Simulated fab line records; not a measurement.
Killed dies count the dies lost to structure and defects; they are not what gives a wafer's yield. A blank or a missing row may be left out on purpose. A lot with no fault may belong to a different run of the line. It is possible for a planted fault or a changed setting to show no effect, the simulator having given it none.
fab line records | flow rit-cmos
record lots=13 | wafers=39 | last-day=7
route steps=202 shown GATE@93 CONTACT@177 M1@196
lots untouched by any fault: they come from a run of this same line in which no faults occurred
start-h: the number of hours between the record's first day and the start of the first shown wafer of the lot | wait-h: how many hours have passed since the lot's step before this one | " unchanged from the row above | L1.1+2: several wafers, shown together as one row | - either no value or no given start | * or withheld: withheld | < > ~ a bound
route shown NAME@n: NAME is a module with steps in the file, n the number in the route of the first one | usual: mean/standard deviation taken from wafers without a fault | same: alike in all rows | chamber/n: place in a boat | sites: each site's reading | _std_site: the standard deviation of these | _edge_site: mean of outer sites minus mean of inner sites | radius-mm: for every site, how far away it sits from the centre of the wafer | mask NAME#n: copy n | behind: the tool/chamber that last shaped the wafer | hold: reason for holding the lot/hours on hold/outcome of the hold | device: names the non-switching transistor (n, p or np) | end of line: tests run on the same wafers once the route is complete | where a step has no rows: the recipe by itself | killed: count of dies lost to structure and defects at first sort (not the wafer's yield) | map: per-die view of a wafer (x killed, . not killed, _ where there is no die)
set.NAME: the run value of the setting; set.NAME@STEP: its run value at that earlier step | model.NAME: the simulator's own value behind a step, which no gauge read
a sample of lots followed through the steps of the route, with each step as a table and each wafer as a row
services: the hour from which a tool's chamber was out of use, counted from the record's first day as start-h (under 0 if before that day), plus the number of hours and why
## steps
# step RIT_GATE_OVL_MEAS_17
# usual GATE_OVL=-0.9/1.8
lot.wafer | tool       | chamber | start-h | wait-h | GATE_OVL[nm]
L426.2    | overlay-01 | -       | 36.71   | 0.1    | -1.2
L426.3    | "          | -       | "       | "      | -2.4
L426.4    | "          | -       | "       | "      | -0.3
L427.1    | overlay-02 | -       | 41.14   | 0.1    | -4.9
L427.2    | "          | -       | "       | "      | -4.0
L427.5    | "          | -       | "       | "      | -3.7
L428.3    | overlay-01 | -       | 49.31   | 0.1    | -3.0
L428.4    | "          | -       | "       | "      | -2.4
L428.6    | "          | -       | "       | "      | -3.7
L434.1    | overlay-02 | -       | 78.49   | 0.1    | -4.0
L434.5    | "          | -       | "       | "      | -3.2
L434.6    | "          | -       | "       | "      | -3.1
L435.2    | overlay-02 | -       | 81.16   | 0.1    | 0.7
L435.4    | "          | -       | "       | "      | -1.3
L435.6    | "          | -       | "       | "      | 1.8
L436.1    | overlay-02 | -       | 87.48   | 0.1    | -2.3
L436.3    | "          | -       | "       | "      | -3.4
L436.5    | "          | -       | "       | "      | -3.0
L440.1    | overlay-02 | -       | 111.48  | 0.1    | 0.3
L440.4    | "          | -       | "       | "      | 0.6
L440.5    | "          | -       | "       | "      | -2.3
L441.2    | overlay-01 | -       | 113.44  | 0.1    | -0.1
L441.3    | "          | -       | "       | "      | 0.8
L441.5    | "          | -       | "       | "      | 0.3
L443.1    | overlay-02 | -       | 125.73  | 0.1    | -2.0
L443.3    | "          | -       | "       | "      | -1.9
L443.5    | "          | -       | "       | "      | 0.4
L444.3    | overlay-02 | -       | 128.65  | 0.1    | 0.0
L444.4    | "          | -       | "       | "      | 0.1
L444.6    | "          | -       | "       | "      | -0.6
L446.3    | overlay-02 | -       | 140.75  | 0.1    | 1.0
L446.4    | "          | -       | "       | "      | 1.0
L446.6    | "          | -       | "       | "      | 0.6
L447.3    | overlay-01 | -       | 142.37  | 0.1    | 0.6
L447.5    | "          | -       | "       | "      | -0.4
L447.6    | "          | -       | "       | "      | -0.2
L449.1    | overlay-02 | -       | 154.32  | 0.1    | 1.7
L449.3    | "          | -       | "       | "      | -0.7
L449.4    | "          | -       | "       | "      | -1.0
# step RIT_GATE_ETCH_19
# recipe chemistry=SF6/CHF3/O2 | time-s=170.6 | SF6_flow_sccm=30 | CHF3_flow_sccm=30 | O2_flow_sccm=5 | target=poly-Si | pressure-mtorr=40 | rf-w=160 | target-depth-a=3125 | over-etch-frac=0.25 | stop-on=SiO2
# usual drypump-motor-current-A=5.6/0.54 | oes-product-au=0.818/0.017 | throttle-valve-pct=10.31/0.12
# same time-s=170.6
lot.wafer | tool      | chamber | start-h | wait-h | drypump-motor-current-A | oes-product-au | rf-hours-counter-h | throttle-valve-pct
L426.2    | rie-si-01 | 2       | 36.89   | 0.1    | 6.1                     | 0.838          | 47                 | 10.36
L426.3    | "         | 1       | "       | "      | 6.3                     | 0.810          | 151                | 10.30
L426.4    | "         | 3       | "       | "      | 4.9                     | 0.831          | 100                | 10.46
L427.1    | rie-si-02 | 0       | 41.37   | 0.1    | 5.3                     | 0.792          | 26                 | 10.40
L427.2    | "         | 1       | "       | "      | 5.8                     | 0.817          | 2                  | 10.33
L427.5    | "         | 2       | "       | "      | 4.8                     | 0.823          | -                  | 10.17
L428.3    | rie-si-01 | 1       | 49.49   | 0.1    | 6.3                     | 0.796          | 151                | 10.31
L428.4    | "         | 2       | "       | "      | 6.0                     | 0.839          | 47                 | 10.36
L428.6    | "         | 3       | "       | "      | 4.9                     | 0.829          | -                  | 10.47
L434.1    | rie-si-01 | 3       | 78.77   | 0.1    | 4.9                     | 0.831          | 100                | 10.45
L434.5    | "         | 1       | "       | "      | 6.3                     | 0.808          | -                  | 10.31
L434.6    | "         | 3       | "       | "      | 4.9                     | 0.824          | -                  | 10.45
L435.2    | rie-si-02 | 3       | 81.34   | 0.1    | 6.2                     | 0.823          | 50                 | 10.08
L435.4    | "         | 1       | "       | "      | 5.8                     | 0.800          | -                  | 10.32
L435.6    | "         | 0       | "       | "      | 5.3                     | 0.790          | -                  | 10.39
L436.1    | rie-si-01 | 1       | 87.66   | 0.1    | 6.3                     | 0.814          | 151                | 10.30
L436.3    | "         | 3       | "       | "      | 4.8                     | 0.814          | 101                | 10.46
L436.5    | "         | 2       | "       | "      | 6.0                     | 0.821          | -                  | 10.36
L440.1    | rie-si-01 | 2       | 111.67  | 0.1    | 6.0                     | 0.866          | 47                 | 10.35
L440.4    | "         | 2       | "       | "      | 6.0                     | 0.865          | -                  | 10.35
L440.5    | "         | 3       | "       | "      | 4.9                     | 0.846          | -                  | 10.45
L441.2    | rie-si-02 | 3       | 113.62  | 0.1    | 6.2                     | 0.825          | 50                 | 10.10
L441.3    | "         | 0       | "       | "      | 5.3                     | 0.788          | 27                 | 10.39
L441.5    | "         | 2       | "       | "      | 4.8                     | 0.832          | -                  | 10.21
L443.1    | rie-si-02 | 1       | 125.91  | 0.1    | 5.8                     | 0.804          | 3                  | 10.31
L443.3    | "         | 2       | "       | "      | 4.8                     | 0.811          | 0                  | 10.21
L443.5    | "         | 2       | "       | "      | 4.8                     | 0.818          | -                  | 10.22
L444.3    | rie-si-01 | 1       | 128.82  | 0.1    | 6.3                     | 0.827          | 0                  | 10.31
L444.4    | "         | 0       | "       | "      | 5.8                     | 0.798          | 34                 | 10.39
L444.6    | "         | 2       | "       | "      | 6.1                     | 0.837          | -                  | 10.35
L446.3    | rie-si-01 | 2       | 141.07  | 0.1    | 6.0                     | 0.833          | 47                 | 10.35
L446.4    | "         | 3       | "       | "      | 4.9                     | 0.829          | 101                | 10.45
L446.6    | "         | 2       | "       | "      | 6.0                     | 0.836          | -                  | 10.35
L447.3    | rie-si-02 | 2       | 142.54  | 0.1    | 4.8                     | 0.824          | 0                  | 10.20
L447.5    | "         | 3       | "       | "      | 6.2                     | 0.832          | -                  | 10.09
L447.6    | "         | 0       | "       | "      | 5.3                     | 0.795          | -                  | 10.39
L449.1    | rie-si-02 | 2       | 154.51  | 0.1    | 4.8                     | 0.828          | 0                  | 10.20
L449.3    | "         | 3       | "       | "      | 6.2                     | 0.820          | 51                 | 10.09
L449.4    | "         | 0       | "       | "      | 5.3                     | 0.788          | 27                 | 10.37
# step RIT_CONTACT_OVL_MEAS_09
# usual CONTACT_OVL=0.3/1.4
lot.wafer | tool       | chamber | start-h | wait-h | CONTACT_OVL[nm]
L426.2    | overlay-01 | -       | 51.92   | 0.1    | 0.7
L426.3    | "          | -       | "       | "      | 0.0
L426.4    | "          | -       | "       | "      | 0.9
L427.1    | overlay-02 | -       | 57.19   | 0.1    | -1.9
L427.2    | "          | -       | "       | "      | -2.1
L427.5    | "          | -       | "       | "      | -1.5
L428.3    | overlay-02 | -       | 64.89   | 0.1    | 1.5
L428.4    | "          | -       | "       | "      | -0.4
L428.6    | "          | -       | "       | "      | 1.6
L434.1    | overlay-02 | -       | 94.02   | 0.1    | 1.4
L434.5    | "          | -       | "       | "      | -0.4
L434.6    | "          | -       | "       | "      | 2.2
L435.2    | overlay-01 | -       | 95.97   | 0.1    | -1.8
L435.4    | "          | -       | "       | "      | -2.6
L435.6    | "          | -       | "       | "      | 1.3
L436.1    | overlay-01 | -       | 104.60  | 0.1    | 1.4
L436.3    | "          | -       | "       | "      | -0.2
L436.5    | "          | -       | "       | "      | 1.0
L440.1    | overlay-02 | -       | 127.37  | 0.1    | -3.3
L440.4    | "          | -       | "       | "      | -2.0
L440.5    | "          | -       | "       | "      | 1.1
L441.2    | overlay-01 | -       | 128.60  | 0.1    | -2.0
L441.3    | "          | -       | "       | "      | 1.1
L441.5    | "          | -       | "       | "      | -0.1
L443.1    | overlay-02 | -       | 141.06  | 0.1    | 3.4
L443.3    | "          | -       | "       | "      | 1.7
L443.5    | "          | -       | "       | "      | 1.2
L444.3    | overlay-01 | -       | 144.88  | 0.1    | -0.3
L444.4    | "          | -       | "       | "      | -0.3
L444.6    | "          | -       | "       | "      | -0.1
L446.3    | overlay-01 | -       | 155.52  | 0.1    | -0.1
L446.4    | "          | -       | "       | "      | -1.0
L446.6    | "          | -       | "       | "      | 0.2
L447.3    | overlay-01 | -       | 158.98  | 0.1    | -0.7
L447.5    | "          | -       | "       | "      | -2.2
L447.6    | "          | -       | "       | "      | -0.9
L449.1    | overlay-02 | -       | 169.96  | 0.1    | 1.0
L449.3    | "          | -       | "       | "      | 0.0
L449.4    | "          | -       | "       | "      | 3.2
# step RIT_M1_METAL_ETCH_12
# recipe stop-on=SiO2 | chemistry=Cl2/BCl3 | target=Al | time-s=165 | over-etch-frac=0.5 | pressure-mtorr=100 | target-depth-a=6000 | rf-w=250 | Cl2_flow_sccm=60 | bcl3-flow-sccm=50
# usual drypump-motor-current-A=5.6/0.41 | oes-product-au=0.772/0.016 | throttle-valve-pct=8.42/0.11
# same time-s=165
lot.wafer | tool         | chamber | start-h | wait-h | drypump-motor-current-A | oes-product-au | rf-hours-counter-h | throttle-valve-pct
L426.2    | rie-metal-03 | 1       | 54.70   | 0.2    | 5.3                     | 0.766          | 4.1                | 8.33
L426.3    | "            | 0       | "       | "      | 5.5                     | 0.761          | -                  | 8.49
L426.4    | "            | 1       | "       | "      | 5.3                     | 0.767          | -                  | 8.35
L427.1    | rie-metal-02 | 1       | 60.39   | 0.2    | 6.0                     | 0.757          | 2.3                | 8.50
L427.2    | "            | 0       | "       | "      | 6.2                     | 0.770          | 2.3                | 8.53
L427.5    | "            | 0       | "       | "      | 6.2                     | 0.777          | -                  | 8.52
L428.3    | rie-metal-01 | 0       | 67.75   | 0.2    | 5.1                     | 0.806          | -                  | 8.19
L428.4    | "            | 1       | "       | "      | 5.4                     | 0.763          | -                  | 8.43
L428.6    | "            | 0       | "       | "      | 5.1                     | 0.788          | -                  | 8.19
L434.1    | rie-metal-01 | 1       | 96.83   | 0.2    | 5.4                     | 0.751          | 0.9                | 8.45
L434.5    | "            | 1       | "       | "      | 5.4                     | 0.754          | -                  | 8.44
L434.6    | "            | 0       | "       | "      | 5.1                     | 0.803          | -                  | 8.20
L435.2    | rie-metal-03 | 1       | 98.75   | 0.2    | 5.3                     | 0.786          | 4.7                | 8.36
L435.4    | "            | 1       | "       | "      | 5.3                     | 0.771          | -                  | 8.35
L435.6    | "            | 1       | "       | "      | 5.3                     | 0.773          | -                  | 8.34
L436.1    | rie-metal-02 | 1       | 107.39  | 0.2    | 6.1                     | 0.754          | 2.9                | 8.47
L436.3    | "            | 0       | "       | "      | 6.3                     | 0.773          | -                  | 8.52
L436.5    | "            | 1       | "       | "      | 6.1                     | 0.771          | -                  | 8.49
L440.1    | rie-metal-01 | 1       | 130.16  | 0.2    | 5.4                     | 0.771          | 1.3                | 8.46
L440.4    | "            | 0       | "       | "      | 5.1                     | 0.802          | -                  | 8.21
L440.5    | "            | 1       | "       | "      | 5.4                     | 0.755          | -                  | 8.43
L441.2    | rie-metal-03 | 1       | 131.59  | 0.2    | 5.3                     | 0.767          | 5.0                | 8.36
L441.3    | "            | 0       | "       | "      | 5.5                     | 0.757          | -                  | 8.49
L441.5    | "            | 0       | "       | "      | 5.4                     | 0.765          | -                  | 8.49
L443.1    | rie-metal-01 | 0       | 143.99  | 0.2    | 5.1                     | 0.807          | 1.5                | 8.20
L443.3    | "            | 0       | "       | "      | 5.1                     | 0.812          | -                  | 8.18
L443.5    | "            | 1       | "       | "      | 5.3                     | 0.763          | -                  | 8.46
L444.3    | rie-metal-03 | 1       | 147.74  | 0.2    | 5.3                     | 0.772          | -                  | 8.35
L444.4    | "            | 0       | "       | "      | 5.4                     | 0.752          | -                  | 8.49
L444.6    | "            | 0       | "       | "      | 5.4                     | 0.752          | -                  | 8.49
L446.3    | rie-metal-01 | 0       | 158.49  | 0.2    | 5.1                     | 0.797          | -                  | 8.19
L446.4    | "            | 1       | "       | "      | 5.4                     | 0.750          | -                  | 8.46
L446.6    | "            | 0       | "       | "      | 5.1                     | 0.796          | -                  | 8.19
L447.3    | rie-metal-03 | 1       | 161.82  | 0.2    | 5.3                     | 0.780          | -                  | 8.35
L447.5    | "            | 0       | "       | "      | 5.5                     | 0.764          | -                  | 8.49
L447.6    | "            | 1       | "       | "      | 5.3                     | 0.764          | -                  | 8.36
L449.1    | rie-metal-01 | 0       | 172.92  | 0.2    | 5.1                     | 0.812          | 1.8                | 8.20
L449.3    | "            | 1       | "       | "      | 5.4                     | 0.764          | -                  | 8.44
L449.4    | "            | 0       | "       | "      | 5.1                     | 0.810          | -                  | 8.21
# step RIT_M1_CD_MEAS_90
# recipe target-cd-nm=2600
# usual cd-nm=2600.4/2.4
lot.wafer | tool      | chamber | start-h | wait-h | cd-nm
L426.2    | cd-sem-02 | -       | 55.24   | 0.1    | 2604.4
L426.3    | "         | -       | "       | "      | 2603.5
L426.4    | "         | -       | "       | "      | 2601.4
L427.1    | cd-sem-02 | -       | 60.90   | 0.1    | 2598.6
L427.2    | "         | -       | "       | "      | 2596.1
L427.5    | "         | -       | "       | "      | 2593.6
L428.3    | cd-sem-02 | -       | 68.25   | 0.1    | 2601.5
L428.4    | "         | -       | "       | "      | 2599.8
L428.6    | "         | -       | "       | "      | 2602.3
L434.1    | cd-sem-02 | -       | 97.36   | 0.1    | 2598.1
L434.5    | "         | -       | "       | "      | 2601.9
L434.6    | "         | -       | "       | "      | 2602.1
L435.2    | cd-sem-01 | -       | 99.28   | 0.1    | 2602.6
L435.4    | "         | -       | "       | "      | 2606.7
L435.6    | "         | -       | "       | "      | 2606.1
L436.1    | cd-sem-02 | -       | 107.90  | 0.1    | 2606.4
L436.3    | "         | -       | "       | "      | 2610.2
L436.5    | "         | -       | "       | "      | 2607.3
L440.1    | cd-sem-01 | -       | 130.67  | 0.1    | 2597.4
L440.4    | "         | -       | "       | "      | 2596.5
L440.5    | "         | -       | "       | "      | 2596.3
L441.2    | cd-sem-01 | -       | 132.13  | 0.1    | 2600.1
L441.3    | "         | -       | "       | "      | 2602.5
L441.5    | "         | -       | "       | "      | 2601.1
L443.1    | cd-sem-02 | -       | 144.50  | 0.1    | 2603.3
L443.3    | "         | -       | "       | "      | 2602.2
L443.5    | "         | -       | "       | "      | 2601.2
L444.3    | cd-sem-01 | -       | 148.24  | 0.1    | 2599.6
L444.4    | "         | -       | "       | "      | 2600.9
L444.6    | "         | -       | "       | "      | 2601.4
L446.3    | cd-sem-01 | -       | 158.99  | 0.1    | 2598.8
L446.4    | "         | -       | "       | "      | 2599.3
L446.6    | "         | -       | "       | "      | 2598.5
L447.3    | cd-sem-02 | -       | 162.32  | 0.1    | 2601.0
L447.5    | "         | -       | "       | "      | 2601.6
L447.6    | "         | -       | "       | "      | 2599.5
L449.1    | cd-sem-02 | -       | 173.49  | 0.1    | 2601.0
L449.3    | "         | -       | "       | "      | 2598.6
L449.4    | "         | -       | "       | "      | 2600.9
# step RIT_M1_PROBE_99
# usual defect-limited-yield=97.3/1.2 | killed-at-contacts=0.1/0.31 | killed-at-front-end=7/3.3 | killed-dies=7/3.3 | killed-open=3.4/2.2 | killed-short=3.5/2
# same gross-dies=264 | killed_at_M0_to_M3=0 | killed_at_M4_up=0 | killed-at-back-side=0 | killed-at-other=0
lot.wafer | tool      | chamber | start-h | wait-h | defect-limited-yield[%] | killed-at-contacts | killed-at-front-end | killed-dies | killed-open | killed-short
L436.1    | prober-01 | -       | 109.99  | 0.1    | 97.3                    | 0                  | 7                   | 7           | 5           | 2
L436.3    | prober-01 | -       | 110.09  | 0.2    | 97.3                    | 0                  | 7                   | 7           | 3           | 4
L436.5    | prober-01 | -       | 110.19  | 0.2    | 95.5                    | 0                  | 12                  | 12          | 6           | 6
L441.2    | prober-02 | -       | 135.17  | 0.1    | 96.6                    | 0                  | 9                   | 9           | 4           | 4
L441.3    | prober-02 | -       | 135.22  | 0.2    | 98.9                    | 0                  | 3                   | 3           | 1           | 2
L441.5    | prober-02 | -       | 135.32  | 0.2    | 97.3                    | 0                  | 7                   | 7           | 5           | 2
L446.3    | prober-01 | -       | 160.79  | 0.2    | 98.1                    | 0                  | 5                   | 5           | 2           | 3
L446.4    | prober-01 | -       | 160.84  | 0.2    | 97.0                    | 0                  | 8                   | 8           | 4           | 4
L446.6    | prober-01 | -       | 160.94  | 0.2    | 97.0                    | 1                  | 7                   | 8           | 4           | 4
L447.3    | prober-02 | -       | 164.33  | 0.2    | 97.0                    | 0                  | 8                   | 8           | 3           | 5
L447.5    | prober-02 | -       | 164.43  | 0.2    | 97.7                    | 0                  | 6                   | 6           | 3           | 3
L447.6    | prober-02 | -       | 164.48  | 0.2    | 98.5                    | 0                  | 4                   | 4           | 1           | 3
# killed by level:class
L436.1 REOX:geometric-particle:open=2 SPACER:geometric-particle:open=2 GATE:geometric-particle:open=1 SPACER:geometric-particle:short=1 SILICIDE:geometric-particle:short=1
L436.3 GATE:geometric-particle:open=2 REOX:geometric-particle:short=2 FOX1:geometric-particle:short=1 FOX2:geometric-particle:short=1 FOX2:geometric-particle:open=1
L436.5 GATE:geometric-particle:short=3 FOX1:geometric-particle:short=1 FOX1:geometric-particle:open=1 FOX2:geometric-particle:open=1 FOX2:geometric-particle:short=1 GATE:geometric-particle:open=1 REOX:geometric-particle:open=1 SPACER:geometric-particle:open=1
L441.2 FOX1:geometric-particle:short=2 FOX1:geometric-particle:open=2 FOX2:geometric-particle:open=1 GATE:geometric-particle:open=1 GATE:geometric-particle:short=1 SILICIDE:geometric-particle:short=1 NRETRO:coat-microbubble-printed=1
L441.3 FOX1:geometric-particle:short=1 FOX1:geometric-particle:open=1 SPACER:geometric-particle:short=1
L441.5 GATE:geometric-particle:short=2 SPACER:geometric-particle:open=2 SILICIDE:geometric-particle:open=2 GATE:geometric-particle:open=1
L446.3 REOX:geometric-particle:short=2 FOX1:geometric-particle:open=1 GATE:geometric-particle:open=1 GATE:geometric-particle:short=1
L446.4 GATE:geometric-particle:open=2 FOX1:geometric-particle:short=1 FOX2:geometric-particle:open=1 GATE:geometric-particle:short=1 REOX:geometric-particle:short=1 REOX:geometric-particle:open=1 SPACER:geometric-particle:short=1
L446.6 FOX1:geometric-particle:short=2 GATE:geometric-particle:short=2 FOX1:geometric-particle:open=1 GATE:geometric-particle:open=1 REOX:geometric-particle:open=1 CONTACT:geometric-particle:open=1
L447.3 REOX:geometric-particle:short=3 GATE:geometric-particle:open=1 GATE:geometric-particle:short=1 REOX:geometric-particle:open=1 SPACER:geometric-particle:short=1 SPACER:geometric-particle:open=1
L447.5 FOX1:geometric-particle:short=2 FOX2:geometric-particle:open=2 GATE:geometric-particle:short=1 REOX:geometric-particle:open=1
L447.6 SPACER:geometric-particle:short=3 REOX:geometric-particle:open=1
## services
tool         | chamber | start-h | hours | kind
rie-metal-01 | 0       | 14.38   | -     | clean
rie-metal-01 | 1       | 14.38   | -     | clean
rie-si-02    | 2       | 29.11   | 5.4   | repair
rie-si-02    | 3       | 43.52   | 4.2   | repair
rie-si-01    | 0       | 74.57   | 7.7   | repair
rie-si-02    | 2       | 79.52   | -     | clean
rie-si-02    | 2       | 79.52   | 17.7  | scheduled-down
rie-si-02    | 2       | 79.52   | 17.7  | vent-cycle
rie-si-02    | -       | 96.86   | 2.0   | repair
rie-si-01    | 1       | 104.88  | -     | clean
rie-si-01    | 1       | 104.88  | 23.2  | scheduled-down
rie-si-01    | 1       | 104.88  | 23.2  | vent-cycle
rie-metal-02 | 0       | 109.94  | 4.2   | repair
rie-metal-02 | 0       | 135.91  | 3.6   | repair
## key
first-sign step=RIT_M1_CD_MEAS_90 | reading=cd-nm | direction=up | sigmas=3.1 | usual=2600.4 | struck=2608.0
effect none on later readings
met-at RIT_M1_METAL_ETCH_12
struck-lots L436
not-acting-at RIT_GATE_OVL_MEAS_17,RIT_GATE_ETCH_19,RIT_CONTACT_OVL_MEAS_09
onset-between 60.39 107.39
fault kind=process-parameter-drift | tool=rie-metal-02 | chamber=- | onset-h=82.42 | steps=RIT_M1_METAL_ETCH_12 | channel=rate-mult | offset=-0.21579 | shape=step | end-h=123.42
